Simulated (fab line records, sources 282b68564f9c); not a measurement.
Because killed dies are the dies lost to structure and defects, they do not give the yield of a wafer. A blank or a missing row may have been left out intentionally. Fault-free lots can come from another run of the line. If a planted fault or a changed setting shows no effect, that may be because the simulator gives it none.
fab line records -- flow rit_cmos
[record] lots = 6, wafers = 18, last_day = 7
route steps=202 shown PSD@144 SDANNEAL@153 NSD@158 PLDD@159 NLDD@160 M1@202
lots that met no fault: from a run of the same line without faults
start_h: the number of hours between the record's first day and the start of the first shown wafer of the lot -- wait_h: how many hours have passed since the lot's step before this one -- " unchanged from the row above -- L1.1+2: a single row standing in for several wafers -- - value missing, or start not given -- * or withheld: withheld -- < > ~ a bound
route shown NAME@n: NAME is a module with steps in the file, n the number in the route of the first one -- usual: mean/standard deviation of fault-free wafers -- same: alike in all rows -- chamber/n: place in a boat -- sites: per-site readings -- _std_site: the standard deviation of these -- _edge_site: the outer-site mean with the inner-site mean subtracted -- radius_mm: how far each site lies from the wafer's centre -- mask NAME#n: copy n -- behind: the most recent tool/chamber to have shaped the wafer -- hold: why the lot went on hold/how many hours it stayed there/how the hold came to an end -- device: whichever transistor did not switch (one of n, p or np) -- end of line: the route-end tests of the same wafers -- where a step has no rows: the recipe by itself -- killed: dies lost to structure and defects at the first sort, not the wafer's yield -- map: per-die view of a wafer (x killed, . not killed, _ where there is no die)
set.NAME: setting as actually run; set.NAME@STEP: the setting as run at that earlier step -- model.NAME: the simulator's own value behind a step, which no gauge read
lots at some steps of the route; a table a step, a row a wafer
services: from which hour (start_h, from the record's first day; less than 0 if before it) a tool's chamber was out of use, for how many hours, and why
[[steps]]
[step RIT_PSD_SOFTBAKE_02]
[recipe] resist = NOVOLAK, temp_c = 90, time_s = 60
[step RIT_PSD_EXPOSE_03]
[recipe] mask_id = M10, na = 0.57, target_cd_nm = 40900, dose_mj = 250
[step RIT_PSD_PEB_04]
[recipe] resist = NOVOLAK, temp_c = withheld, time_s = withheld
[step RIT_PSD_DEVELOP_05]
[recipe] resist = NOVOLAK, develop_time_s = 50, dev_temp_c = 23
[step RIT_PSD_OVL_MEAS_06]
[usual] PSD_OVL = -0.3/1.4
lot.wafer,tool,chamber,start_h,wait_h,PSD_OVL[nm]
L153.3,overlay-01,-,54.45,-,-1.1
L153.4,overlay-01,-,54.45,-,-1.2
L153.6,overlay-01,-,54.45,-,-3.5
L154.3,overlay-02,-,59.86,-,0.6
L154.4,overlay-02,-,59.86,-,0.6
L154.6,overlay-02,-,59.86,-,0.5
L156.1,overlay-02,-,69.55,-,1.6
L156.3,overlay-02,-,69.55,-,1.9
L156.6,overlay-02,-,69.55,-,2.0
L158.2,overlay-01,-,78.80,-,2.2
L158.5,overlay-01,-,78.80,-,1.8
L158.6,overlay-01,-,78.80,-,1.3
L165.1,overlay-01,-,115.84,-,1.7
L165.2,overlay-01,-,115.84,-,1.3
L165.3,overlay-01,-,115.84,-,4.3
L175.4,overlay-01,-,164.34,-,-1.6
L175.5,overlay-01,-,164.34,-,-2.7
L175.6,overlay-01,-,164.34,-,-0.3
[step RIT_PSD_HARDBAKE_07]
[recipe] resist = NOVOLAK, temp_c = 140, time_s = 60
[step RIT_PSD_IMPLANT_08]
[recipe] species = BF2, energy_kev = 27, dose_cm2 = 4.95e+15, tilt_deg = 7
[step RIT_PSD_STRIP_09]
[recipe] chemistry = O2, time_s = 180, resist = NOVOLAK, platen_temp_c = withheld, power_w = 500, pressure_mtorr = 4000, o2_flow_sccm = 4000
[usual] drypump_motor_current_A = 5.9/0.45, o2_flow_sccm = 3998/12
lot.wafer,tool,chamber,start_h,wait_h,drypump_motor_current_A,o2_flow_sccm,rf_hours_counter_h
L153.3,plasma_asher-04,1,54.83,0.1,6.3,4009,-
L153.4,plasma_asher-04,0,54.83,0.1,5.0,4001,-
L153.6,plasma_asher-04,1,54.83,0.1,6.3,4022,-
L154.3,plasma_asher-03,0,60.24,0.1,5.9,4033,-
L154.4,plasma_asher-03,1,60.24,0.1,6.0,3978,-
L154.6,plasma_asher-03,1,60.24,0.1,6.0,4000,-
L156.1,plasma_asher-03,1,69.89,0.1,6.0,3988,44
L156.3,plasma_asher-03,1,69.89,0.1,6.0,3991,-
L156.6,plasma_asher-03,1,69.89,0.1,6.0,3999,-
L158.2,plasma_asher-03,1,79.13,0.1,6.1,4002,45
L158.5,plasma_asher-03,0,79.13,0.1,5.9,4004,-
L158.6,plasma_asher-03,1,79.13,0.1,6.0,4001,-
L165.1,plasma_asher-03,1,116.18,0.1,6.0,4003,49
L165.2,plasma_asher-03,0,116.18,0.1,5.9,3983,49
L165.3,plasma_asher-03,0,116.18,0.1,5.9,4007,-
L175.4,plasma_asher-01,0,164.83,0.1,6.4,4000,-
L175.5,plasma_asher-01,1,164.83,0.1,6.1,4010,-
L175.6,plasma_asher-01,0,164.83,0.1,6.4,3993,-
[step RIT_PSD_TW_MEAS_10]
[usual] PSD_TW = 3450/34
lot.wafer,tool,chamber,start_h,wait_h,PSD_TW
L153.3,film_metro-04,-,54.97,0.1,3455
L153.4,film_metro-04,-,54.97,0.1,3446
L153.6,film_metro-04,-,54.97,0.1,3447
L154.3,film_metro-02,-,60.38,0.1,3510
L154.4,film_metro-02,-,60.38,0.1,3515
L154.6,film_metro-02,-,60.38,0.1,3517
L156.1,film_metro-03,-,70.06,0.1,3421
L156.3,film_metro-03,-,70.06,0.1,3420
L156.6,film_metro-03,-,70.06,0.1,3420
L158.2,film_metro-02,-,79.31,0.1,3491
L158.5,film_metro-02,-,79.31,0.1,3500
L158.6,film_metro-02,-,79.31,0.1,3512
L165.1,film_metro-04,-,116.35,0.1,3415
L165.2,film_metro-04,-,116.35,0.1,3421
L165.3,film_metro-04,-,116.35,0.1,3424
L175.4,film_metro-04,-,164.98,0.1,3410
L175.5,film_metro-04,-,164.98,0.1,3418
L175.6,film_metro-04,-,164.98,0.1,3419
[step RIT_SDANNEAL_CLEAN_00]
[recipe] chemistry = SC1, mix = 3:3:50, time_s = 600, temp_c = 75
[step RIT_SDANNEAL_CLEAN_01]
[recipe] chemistry = dHF, dilution = 50:1, time_s = 30
[step RIT_SDANNEAL_CLEAN_02]
[recipe] chemistry = SC2, mix = 3:3:50, time_s = 600, temp_c = 75, dry = n2_spin
[step RIT_SDANNEAL_RTA_03]
[recipe] temp_c = 1050, time_s = 5, idle_temp_c = 600, ramp_up_c_per_s = 342, ramp_down_c_per_s = 171, cool_to_c = 600, ambient = N2
[usual] wafer_temp_C_max = 1053.6/1.1
lot.wafer,tool,chamber,start_h,wait_h,wafer_temp_C_max
L153.3,rtp_anneal-01,0,55.41,0.0,1053.7
L153.4,rtp_anneal-01,0,55.41,0.0,1054.0
L153.6,rtp_anneal-01,0,55.41,0.0,1052.6
L154.3,rtp_anneal-02,0,60.81,0.0,1054.2
L154.4,rtp_anneal-02,0,60.81,0.0,1056.5
L154.6,rtp_anneal-02,0,60.81,0.0,1052.9
L156.1,rtp_anneal-02,0,70.49,0.0,1087.9
L156.3,rtp_anneal-02,0,70.49,0.0,1087.1
L156.6,rtp_anneal-02,0,70.49,0.0,1086.6
L158.2,rtp_anneal-02,0,79.74,0.0,1085.8
L158.5,rtp_anneal-02,0,79.74,0.0,1088.0
L158.6,rtp_anneal-02,0,79.74,0.0,1086.6
L165.1,rtp_anneal-01,0,116.85,0.0,1052.7
L165.2,rtp_anneal-01,0,116.85,0.0,1053.9
L165.3,rtp_anneal-01,0,116.85,0.0,1052.6
L175.4,rtp_anneal-01,0,165.40,0.0,1054.5
L175.5,rtp_anneal-01,0,165.40,0.0,1053.5
L175.6,rtp_anneal-01,0,165.40,0.0,1054.3
[step RIT_SDANNEAL_RS_MEAS_04]
[recipe] thk_meas_gauge = four-point-probe
[usual] PSD_RS = 116.0/0.3
lot.wafer,tool,chamber,start_h,wait_h,PSD_RS[ohm/sq]
L153.3,film_metro-04,-,55.49,0.1,115.9
L153.4,film_metro-04,-,55.49,0.1,116.1
L153.6,film_metro-04,-,55.49,0.1,116.0
L154.3,film_metro-03,-,60.88,0.1,116.0
L154.4,film_metro-03,-,60.88,0.1,115.5
L154.6,film_metro-03,-,60.88,0.1,115.7
L156.1,film_metro-03,-,70.55,0.0,94.2
L156.3,film_metro-03,-,70.55,0.0,94.5
L156.6,film_metro-03,-,70.55,0.0,94.3
L158.2,film_metro-03,-,79.81,0.1,94.1
L158.5,film_metro-03,-,79.81,0.1,94.1
L158.6,film_metro-03,-,79.81,0.1,94.1
L165.1,film_metro-02,-,116.91,0.0,116.3
L165.2,film_metro-02,-,116.91,0.0,116.1
L165.3,film_metro-02,-,116.91,0.0,116.2
L175.4,film_metro-02,-,165.49,0.1,116.3
L175.5,film_metro-02,-,165.49,0.1,116.4
L175.6,film_metro-02,-,165.49,0.1,116.4
[step RIT_SDANNEAL_RS_MEAS_05]
[recipe] thk_meas_gauge = four-point-probe
[usual] NSD_RS = 84.6/0.33
lot.wafer,tool,chamber,start_h,wait_h,NSD_RS[ohm/sq]
L153.3,film_metro-04,-,55.61,0.1,84.6
L153.4,film_metro-04,-,55.61,0.1,84.2
L153.6,film_metro-04,-,55.61,0.1,84.5
L154.3,film_metro-03,-,61.00,0.1,84.1
L154.4,film_metro-03,-,61.00,0.1,83.9
L154.6,film_metro-03,-,61.00,0.1,84.0
L156.1,film_metro-03,-,70.67,0.1,84.0
L156.3,film_metro-03,-,70.67,0.1,83.4
L156.6,film_metro-03,-,70.67,0.1,83.4
L158.2,film_metro-03,-,79.93,0.1,83.9
L158.5,film_metro-03,-,79.93,0.1,83.7
L158.6,film_metro-03,-,79.93,0.1,83.7
L165.1,film_metro-02,-,117.03,0.1,85.1
L165.2,film_metro-02,-,117.03,0.1,85.0
L165.3,film_metro-02,-,117.03,0.1,85.0
L175.4,film_metro-02,-,165.61,0.1,84.4
L175.5,film_metro-02,-,165.61,0.1,84.7
L175.6,film_metro-02,-,165.61,0.1,84.7
[step RIT_SDANNEAL_RS_MEAS_06]
[recipe] thk_meas_gauge = four-point-probe
[usual] PLDD_RS = 178.6/0.48
lot.wafer,tool,chamber,start_h,wait_h,PLDD_RS[ohm/sq]
L153.3,film_metro-04,-,55.73,0.1,178.4
L153.4,film_metro-04,-,55.73,0.1,178.6
L153.6,film_metro-04,-,55.73,0.1,178.8
L154.3,film_metro-03,-,61.12,0.1,179.0
L154.4,film_metro-03,-,61.12,0.1,179.5
L154.6,film_metro-03,-,61.12,0.1,179.1
L156.1,film_metro-03,-,70.79,0.1,159.7
L156.3,film_metro-03,-,70.79,0.1,160.0
L156.6,film_metro-03,-,70.79,0.1,159.5
L158.2,film_metro-03,-,80.05,0.1,160.0
L158.5,film_metro-03,-,80.05,0.1,160.1
L158.6,film_metro-03,-,80.05,0.1,159.8
L165.1,film_metro-02,-,117.15,0.1,178.2
L165.2,film_metro-02,-,117.15,0.1,178.5
L165.3,film_metro-02,-,117.15,0.1,178.1
L175.4,film_metro-02,-,165.73,0.1,178.0
L175.5,film_metro-02,-,165.73,0.1,178.3
L175.6,film_metro-02,-,165.73,0.1,178.1
[step RIT_SDANNEAL_RS_MEAS_07]
[recipe] thk_meas_gauge = four-point-probe
[usual] NLDD_RS = 151.7/0.57
lot.wafer,tool,chamber,start_h,wait_h,NLDD_RS[ohm/sq]
L153.3,film_metro-04,-,55.85,0.1,151.9
L153.4,film_metro-04,-,55.85,0.1,151.7
L153.6,film_metro-04,-,55.85,0.1,151.5
L154.3,film_metro-03,-,61.24,0.1,151.2
L154.4,film_metro-03,-,61.24,0.1,150.8
L154.6,film_metro-03,-,61.24,0.1,151.0
L156.1,film_metro-03,-,70.91,0.1,149.6
L156.3,film_metro-03,-,70.91,0.1,149.6
L156.6,film_metro-03,-,70.91,0.1,150.0
L158.2,film_metro-03,-,80.17,0.1,151.2
L158.5,film_metro-03,-,80.17,0.1,150.9
L158.6,film_metro-03,-,80.17,0.1,151.0
L165.1,film_metro-02,-,117.27,0.1,151.5
L165.2,film_metro-02,-,117.27,0.1,151.0
L165.3,film_metro-02,-,117.27,0.1,151.8
L175.4,film_metro-02,-,165.85,0.1,152.6
L175.5,film_metro-02,-,165.85,0.1,152.5
L175.6,film_metro-02,-,165.85,0.1,152.4
[step RIT_M1_PROBE_99]
[usual] killed_at_M0_to_M3 = 0.0/0.12, killed_at_front_end = 7/3.1, killed_dies = 7/3.1, killed_open = 3.6/2.1, killed_short = 3.2/2
[same] gross_dies = 264, killed_at_M4_up = 0, killed_at_back_side = 0, killed_at_contacts = 0, killed_at_other = 0
lot.wafer,tool,chamber,start_h,wait_h,killed_at_M0_to_M3,killed_at_front_end,killed_dies,killed_open,killed_short
L153.3,prober-01,-,64.10,0.2,0,12,12,7,5
L153.4,prober-01,-,64.15,0.2,0,5,5,2,3
L153.6,prober-01,-,64.25,0.2,0,18,18,9,9
L154.3,prober-02,-,69.46,0.2,1,8,9,3,6
L154.4,prober-02,-,69.51,0.2,0,9,9,6,3
L154.6,prober-02,-,69.61,0.2,0,11,11,4,7
L156.1,prober-02,-,78.46,0.1,0,5,5,3,2
L156.3,prober-02,-,78.56,0.2,0,3,3,2,1
L156.6,prober-02,-,78.71,0.2,0,8,8,5,3
L158.2,prober-02,-,87.56,0.1,0,6,6,2,4
L158.5,prober-02,-,87.71,0.2,0,7,7,2,5
L158.6,prober-02,-,87.76,0.2,0,9,9,5,4
L165.1,prober-01,-,124.50,0.1,0,4,4,1,3
L165.2,prober-01,-,124.55,0.1,0,8,8,4,4
L165.3,prober-01,-,124.60,0.2,0,7,7,3,4
L175.4,prober-01,-,173.01,0.2,0,10,10,6,4
L175.5,prober-01,-,173.06,0.2,0,10,10,8,2
L175.6,prober-01,-,173.11,0.2,0,5,5,4,1
// killed by level:class
L153.3 GATE:geometric_particle:short=5 FOX1:geometric_particle:open=3 GATE:geometric_particle:open=2 SPACER:geometric_particle:open=2
L153.4 FOX1:geometric_particle:short=1 FOX1:geometric_particle:open=1 GATE:geometric_particle:open=1 GATE:geometric_particle:short=1 REOX:geometric_particle:short=1
L153.6 GATE:geometric_particle:short=6 FOX1:geometric_particle:open=3 GATE:geometric_particle:open=2 SPACER:geometric_particle:short=2 SPACER:geometric_particle:open=2 FOX2:geometric_particle:short=1 REOX:geometric_particle:open=1 SILICIDE:geometric_particle:open=1
L154.3 GATE:geometric_particle:short=2 GATE:geometric_particle:open=2 REOX:geometric_particle:short=1 SPACER:geometric_particle:short=1 SILICIDE:geometric_particle:short=1 SILICIDE:geometric_particle:open=1 M1:geometric_particle:short=1
L154.4 SPACER:geometric_particle:short=3 SILICIDE:geometric_particle:open=3 FOX2:geometric_particle:open=2 GATE:geometric_particle:open=1
L154.6 GATE:geometric_particle:short=4 GATE:geometric_particle:open=4 FOX1:geometric_particle:short=1 FOX2:geometric_particle:short=1 SILICIDE:geometric_particle:short=1
L156.1 FOX1:geometric_particle:short=1 FOX2:geometric_particle:short=1 FOX2:geometric_particle:open=1 REOX:geometric_particle:open=1 SPACER:geometric_particle:open=1
L156.3 FOX1:geometric_particle:open=1 FOX1:geometric_particle:short=1 SPACER:geometric_particle:open=1
L156.6 GATE:geometric_particle:open=3 GATE:geometric_particle:short=2 FOX1:geometric_particle:open=1 SILICIDE:geometric_particle:open=1 SILICIDE:geometric_particle:short=1
L158.2 GATE:geometric_particle:short=3 FOX1:geometric_particle:open=1 SPACER:geometric_particle:short=1 SILICIDE:geometric_particle:open=1
L158.5 REOX:geometric_particle:short=2 FOX1:geometric_particle:open=1 FOX1:geometric_particle:short=1 GATE:geometric_particle:short=1 REOX:geometric_particle:open=1 SPACER:geometric_particle:short=1
L158.6 SILICIDE:geometric_particle:short=3 GATE:geometric_particle:open=2 REOX:geometric_particle:open=2 GATE:geometric_particle:short=1 SILICIDE:geometric_particle:open=1
L165.1 FOX1:geometric_particle:short=1 GATE:geometric_particle:short=1 GATE:geometric_particle:open=1 SILICIDE:geometric_particle:short=1
L165.2 GATE:geometric_particle:open=4 GATE:geometric_particle:short=4
L165.3 GATE:geometric_particle:short=2 SPACER:geometric_particle:short=2 FOX1:geometric_particle:open=1 GATE:geometric_particle:open=1 SILICIDE:geometric_particle:open=1
L175.4 GATE:geometric_particle:short=3 GATE:geometric_particle:open=3 REOX:geometric_particle:open=3 REOX:geometric_particle:short=1
L175.5 GATE:geometric_particle:open=3 SILICIDE:geometric_particle:open=2 FOX1:geometric_particle:open=1 FOX2:geometric_particle:short=1 REOX:geometric_particle:open=1 REOX:geometric_particle:short=1 SPACER:geometric_particle:open=1
L175.6 GATE:geometric_particle:open=2 REOX:geometric_particle:open=1 SPACER:geometric_particle:open=1 SILICIDE:geometric_particle:short=1
[[services]]
tool,chamber,start_h,hours,kind
plasma_asher-03,-,45.88,4.0,pm
plasma_asher-03,-,108.71,1.9,repair
plasma_asher-01,-,108.75,9.0,pm
plasma_asher-01,0,108.75,9.0,vent_cycle
plasma_asher-01,1,108.75,9.0,vent_cycle
plasma_asher-01,-,115.26,0.9,repair
plasma_asher-01,0,117.75,-,clean
plasma_asher-01,1,117.75,-,clean
plasma_asher-03,-,130.36,2.8,pm
[[key]]
[first_sign] step = RIT_SDANNEAL_RTA_03, reading = wafer_temp_C_max, direction = up, sigmas = 30, usual = *, struck = *
[effect] step = RIT_SDANNEAL_RS_MEAS_04, reading = PSD_RS, direction = down, sigmas = 72, usual = 116.0, struck = 94.2
[effect] step = RIT_SDANNEAL_RS_MEAS_05, reading = NSD_RS, direction = down, sigmas = 2.8, usual = 84.6, struck = 83.7
[effect] step = RIT_SDANNEAL_RS_MEAS_06, reading = PLDD_RS, direction = down, sigmas = 39, usual = 178.6, struck = 159.8
[effect] step = RIT_SDANNEAL_RS_MEAS_07, reading = NLDD_RS, direction = down, sigmas = 2.3, usual = 151.7, struck = 150.4
met_at RIT_SDANNEAL_RTA_03
struck_wafers L156.1,L156.3,L156.6,L158.2,L158.5,L158.6
tester_left_out L156,L158
onset_between 60.81 70.49
[fault] kind = process_parameter_drift, tool = rtp_anneal-02, chamber = -, onset_h = 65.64, steps = RIT_SDANNEAL_RTA_03, channel = temp_c, offset = *, shape = step, end_h = 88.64, acts_in = *, stated = *
// tester_left_out: of these lots the tester's yield and bins aren't shown, on N5 and GAA mostly nor the transistor test; their killed dies are dies lost to structure and defects alone, not to doping, threshold or leakage, so they don't give the yield
